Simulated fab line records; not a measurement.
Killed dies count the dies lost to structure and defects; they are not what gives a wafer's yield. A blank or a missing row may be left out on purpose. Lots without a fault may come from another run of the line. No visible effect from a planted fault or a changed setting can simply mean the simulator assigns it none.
fab line records | flow rit_cmos
record: lots: 14 | wafers: 42 | last_day: 7
route steps=202 shown PSD@144 M1@202
lots with no fault: from the same line, run without faults
start_h: hours from the record's first day to the start of the lot's first wafer shown | wait_h: hours elapsed since this lot's preceding step | " as in the row above | L1.1+2: one row covering several wafers at once | - no value, or no start was given | * or withheld: withheld | < > ~ a bound
route shown NAME@n: NAME is a module with steps in the file, n the number in the route of the first one | usual: mean and standard deviation over wafers with no fault | same: alike in all rows | chamber/n: place in a boat | sites: the reading at each site | _std_site: standard deviation of those values | _edge_site: mean of outer sites minus mean of inner sites | radius_mm: for every site, how far away it sits from the centre of the wafer | mask NAME#n: copy n | behind: the most recent tool/chamber to have shaped the wafer | hold: why the lot was held/for how many hours/how that ended | device: names the non-switching transistor (n, p or np) | end of line: the same wafers' tests at the end of the route | a step given without rows: its recipe and nothing more | killed: at the first sort, the dies lost to defects and structure; wafer yield is something else | map: a wafer's dies, x killed, . not, _ none there
set.NAME: setting as actually run; set.NAME@STEP: the setting as run at that earlier step | model.NAME: the simulator's own value behind a step, which no gauge read
a sample of lots followed through the steps of the route, with each step as a table and each wafer as a row
== steps ==
step: RIT_PSD_SOFTBAKE_02
recipe: resist: NOVOLAK | temp_c: 90 | time_s: 60
usual: heater_power_total_W: 34.57/0.055 | plate_temp_C: 89.99/0.12
lot.wafer | tool           | chamber | start_h | wait_h | heater_power_total_W | plate_temp_C
L315.2    | litho_track-02 | 0       | 50.77   | 0.1    | 34.54                | 89.74
L315.3    | "              | 0       | "       | "      | 34.63                | 89.99
L315.5    | "              | 0       | "       | "      | 34.52                | 89.87
L316.4    | litho_track-02 | 0       | 57.56   | 0.1    | 34.59                | 89.96
L316.5    | "              | 0       | "       | "      | 34.63                | 90.06
L316.6    | "              | 0       | "       | "      | 34.58                | 89.98
L317.2    | litho_track-01 | 0       | 63.24   | 0.1    | 34.51                | 90.07
L317.5    | "              | 0       | "       | "      | 34.54                | 89.98
L317.6    | "              | 0       | "       | "      | 34.67                | 90.19
L318.1    | litho_track-01 | 0       | 63.67   | 0.1    | 34.54                | 90.04
L318.4    | "              | 0       | "       | "      | 34.58                | 89.87
L318.5    | "              | 0       | "       | "      | 34.57                | 90.05
L320.3    | litho_track-02 | 0       | 77.66   | 0.1    | 34.45                | 89.84
L320.5    | "              | 0       | "       | "      | 34.53                | 89.89
L320.6    | "              | 0       | "       | "      | 34.52                | 90.05
L323.2    | litho_track-01 | 0       | 89.87   | 0.1    | 38.44                | 97.19
L323.3    | "              | 0       | "       | "      | 38.53                | 97.25
L323.4    | "              | 0       | "       | "      | 38.49                | 97.37
L324.2    | litho_track-02 | 0       | 98.09   | 0.1    | 34.65                | 89.94
L324.3    | "              | 0       | "       | "      | 34.50                | 89.81
L324.6    | "              | 0       | "       | "      | 34.57                | 90.09
L327.1    | litho_track-01 | 0       | 110.16  | 0.1    | 38.51                | 97.17
L327.3    | "              | 0       | "       | "      | 38.52                | 97.29
L327.6    | "              | 0       | "       | "      | 38.40                | 97.05
L329.1    | litho_track-02 | 0       | 119.25  | 0.1    | 34.62                | 90.03
L329.3    | "              | 0       | "       | "      | 34.56                | 89.99
L329.4    | "              | 0       | "       | "      | 34.58                | 90.02
L330.2    | litho_track-02 | 0       | 126.03  | 0.1    | 34.54                | 89.96
L330.3    | "              | 0       | "       | "      | 34.59                | 89.88
L330.4    | "              | 0       | "       | "      | 34.60                | 90.04
L331.2    | litho_track-03 | 0       | 129.36  | 0.1    | 34.61                | 89.88
L331.5    | "              | 0       | "       | "      | 34.53                | 89.82
L331.6    | "              | 0       | "       | "      | 34.50                | 89.97
L332.1    | litho_track-02 | 0       | 133.56  | 0.1    | 34.68                | 90.06
L332.5    | "              | 0       | "       | "      | 34.52                | 90.09
L332.6    | "              | 0       | "       | "      | 34.57                | 90.05
L333.1    | litho_track-03 | 0       | 137.56  | 0.1    | 34.60                | 90.03
L333.2    | "              | 0       | "       | "      | 34.55                | 90.11
L333.6    | "              | 0       | "       | "      | 34.60                | 90.25
L335.2    | litho_track-03 | 0       | 149.35  | 0.1    | 34.63                | 89.86
L335.4    | "              | 0       | "       | "      | 34.60                | 89.84
L335.5    | "              | 0       | "       | "      | 34.59                | 89.87
step: RIT_M1_PROBE_99
usual: killed_at_M0_to_M3: 0.0/0.12 | killed_at_front_end: 7/3.1 | killed_dies: 7/3.1 | killed_open: 3.5/2.2 | killed_short: 3.3/1.9
same: gross_dies: 264 | killed_at_M4_up: 0 | killed_at_back_side: 0 | killed_at_contacts: 0 | killed_at_other: 0
lot.wafer | tool      | chamber | start_h | wait_h | killed_at_M0_to_M3 | killed_at_front_end | killed_dies | killed_open | killed_short
L320.3    | prober-01 | -       | 86.67   | 0.2    | 0                  | 7                   | 7           | 3           | 4
L320.5    | prober-01 | -       | 86.77   | 0.3    | 0                  | 8                   | 8           | 4           | 4
L320.6    | prober-01 | -       | 86.82   | 0.3    | 0                  | 4                   | 4           | 1           | 3
L323.2    | prober-01 | -       | 99.13   | 0.1    | 0                  | 4                   | 4           | 2           | 2
L323.3    | prober-01 | -       | 99.18   | 0.2    | 0                  | 8                   | 8           | 5           | 3
L323.4    | prober-01 | -       | 99.23   | 0.2    | 0                  | 8                   | 8           | 4           | 4
L324.2    | prober-02 | -       | 108.56  | 0.1    | 0                  | 7                   | 7           | 2           | 5
L324.3    | prober-02 | -       | 108.61  | 0.2    | 0                  | 8                   | 8           | 3           | 5
L324.6    | prober-02 | -       | 108.76  | 0.2    | 0                  | 5                   | 5           | 4           | 1
L329.1    | prober-01 | -       | 128.67  | 0.1    | 0                  | 9                   | 9           | 2           | 7
L329.3    | prober-01 | -       | 128.77  | 0.2    | 0                  | 4                   | 4           | 1           | 3
L329.4    | prober-01 | -       | 128.82  | 0.2    | 0                  | 6                   | 6           | 2           | 4
killed by level:class
L320.3 GATE:geometric_particle:open=2 FOX1:geometric_particle:short=1 FOX2:geometric_particle:short=1 FOX2:geometric_particle:open=1 GATE:geometric_particle:short=1 SILICIDE:geometric_particle:short=1
L320.5 REOX:geometric_particle:short=2 SILICIDE:geometric_particle:open=2 GATE:geometric_particle:open=1 GATE:geometric_particle:short=1 SPACER:geometric_particle:open=1 SPACER:geometric_particle:short=1
L320.6 SPACER:geometric_particle:short=3 REOX:geometric_particle:open=1
L323.2 SILICIDE:geometric_particle:open=2 FOX1:geometric_particle:short=1 FOX2:geometric_particle:short=1
L323.3 SPACER:geometric_particle:open=2 SILICIDE:geometric_particle:short=2 FOX1:geometric_particle:open=1 REOX:geometric_particle:open=1 SPACER:geometric_particle:short=1 SILICIDE:geometric_particle:open=1
L323.4 GATE:geometric_particle:open=2 GATE:geometric_particle:short=2 ACTIVE:geometric_particle:open=1 REOX:geometric_particle:short=1 REOX:geometric_particle:open=1 SILICIDE:geometric_particle:short=1
L324.2 GATE:geometric_particle:short=4 GATE:geometric_particle:open=1 SPACER:geometric_particle:open=1 SILICIDE:geometric_particle:short=1
L324.3 SPACER:geometric_particle:short=3 GATE:geometric_particle:short=2 GATE:geometric_particle:open=2 FOX1:geometric_particle:open=1
L324.6 FOX1:geometric_particle:open=2 GATE:geometric_particle:open=2 FOX1:geometric_particle:short=1
L329.1 SPACER:geometric_particle:short=4 GATE:geometric_particle:short=2 FOX1:geometric_particle:open=1 REOX:geometric_particle:open=1 SILICIDE:geometric_particle:short=1
L329.3 FOX1:geometric_particle:short=1 GATE:geometric_particle:open=1 GATE:geometric_particle:short=1 SILICIDE:geometric_particle:short=1
L329.4 FOX1:geometric_particle:short=2 GATE:geometric_particle:short=2 SPACER:geometric_particle:open=1 SILICIDE:geometric_particle:open=1
== key ==
first_sign: step: RIT_PSD_SOFTBAKE_02 | reading: heater_power_total_W | direction: up | sigmas: 71 | usual: 34.57 | struck: 38.48
effect: step: RIT_PSD_SOFTBAKE_02 | reading: plate_temp_C | direction: up | sigmas: 60 | usual: * | struck: *
met_at RIT_PSD_SOFTBAKE_02
struck_lots L323,L327
tester_left_out L323,L327
onset_between 63.67 89.87
fault: kind: process_parameter_drift | tool: litho_track-01 | chamber: - | onset_h: 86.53 | steps: RIT_PSD_SOFTBAKE_02 | channel: temp_c | offset: * | shape: step | end_h: 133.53 | acts_in: * | stated: *
tester_left_out: of these lots the tester's yield and bins aren't shown, on N5 and GAA mostly nor the transistor test; their killed dies are dies lost to structure and defects alone, not to doping, threshold or leakage, so they don't give the yield
